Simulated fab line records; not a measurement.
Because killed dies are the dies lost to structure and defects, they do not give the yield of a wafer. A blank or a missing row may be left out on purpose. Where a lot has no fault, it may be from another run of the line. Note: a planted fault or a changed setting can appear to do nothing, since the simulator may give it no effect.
What tool caused it? | flow ritCmos | 14 lots (42 wafers sampled), 1 step of a 202-step route

WHAT THE GAUGES SHOWED, per wafer
Not one reading of a measure or inspect step in the record can be checked against a usual standard deviation.

EACH LOT AND THE TOOL THAT RAN IT (in order: tool; ch and the chambers of the sampled wafers; start)
lot  | RIT_NLDD_DEVELOP_05
L678 | lithoTrack-03 ch 0, day 2 18:00
L679 | lithoTrack-02 ch 0, day 2 22:00
L681 | lithoTrack-03 ch 0, day 3 09:00
L684 | lithoTrack-03 ch 0, day 4 01:00
L685 | lithoTrack-04 ch 0, day 4 05:00
L686 | lithoTrack-02 ch 0, day 4 10:00
L688 | lithoTrack-04 ch 0, day 4 18:00
L689 | lithoTrack-04 ch 0, day 5 01:00
L690 | lithoTrack-02 ch 0, day 5 06:00
L692 | lithoTrack-04 ch 0, day 5 15:00
L693 | lithoTrack-02 ch 0, day 5 19:00
L694 | lithoTrack-02 ch 0, day 6 00:00
L698 | lithoTrack-04 ch 0, day 7 00:00
L701 | lithoTrack-04 ch 0, day 7 13:00
- RIT_NLDD_DEVELOP_05: develop time 50 s.

WHAT THE TOOLS THEMSELVES READ (means of the sampled wafers that have a number; where no wafer has one, the mark that the record gives instead)
RIT_NLDD_DEVELOP_05.
lot  | tool          | developerTempC (C)
L678 | lithoTrack-03 | 22.82
L679 | lithoTrack-02 | 23.18
L681 | lithoTrack-03 | 23.11
L684 | lithoTrack-03 | 23.00
L685 | lithoTrack-04 | 23.17
L686 | lithoTrack-02 | 22.99
L688 | lithoTrack-04 | 23.05
L689 | lithoTrack-04 | 22.92
L690 | lithoTrack-02 | 22.98
L692 | lithoTrack-04 | 23.05
L693 | lithoTrack-02 | 22.97
L694 | lithoTrack-02 | 23.08
L698 | lithoTrack-04 | 22.11
L701 | lithoTrack-04 | 22.15

THE ANSWER, worked out from the rows above alone
Rule: what is usual is taken from the lots themselves. Put in order of their means at a reading, lots are off if they are a third of the lots or fewer, leave a main group of 4 or more, and stand apart from it by a gap of 3 or more times the standard deviation of the main group's means; of several such gaps the widest counts. If all means in a main group match to the digits the tables above print for the reading, that group is not used. Also off: a lot with no number at a reading for which 4 or more lots have one. The other lots that the step has rows for count as sound. Order of review: gauges by route order, followed by the tools' own readings, for which a lot's mean as printed above is used. At the first step where some lot is off, the reading lying furthest off is the one used; lots without a number count as furthest.
Off: L698, L701 (RIT_NLDD_DEVELOP_05, developerTempC). Main group: mean 23.03 C, sd 0.099.
If a tool, at that step or one of the process steps before it, ran each lot that is off and ran no sound lot following the first of them, it fits. One fits: RIT_NLDD_DEVELOP_05 on lithoTrack-04. Its last sound lot is L692 (day 5 15:00), its first lot that is off L698 (day 7 00:00): a fault that began between those two fits.
The tool's own readings at RIT_NLDD_DEVELOP_05 bear it out: on the lots that are off they differ by more than 5 times the standard deviation of the sound lots' means. developerTempC reads 22.13 C there against 23.03 C on the sound lots.

WHAT HAD BEEN PUT IN BY THE SIMULATOR
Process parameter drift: lithoTrack-04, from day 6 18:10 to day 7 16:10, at RIT_NLDD_DEVELOP_05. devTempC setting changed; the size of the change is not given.
Lots struck among those shown: L698, L701. The same result came from the rule above.
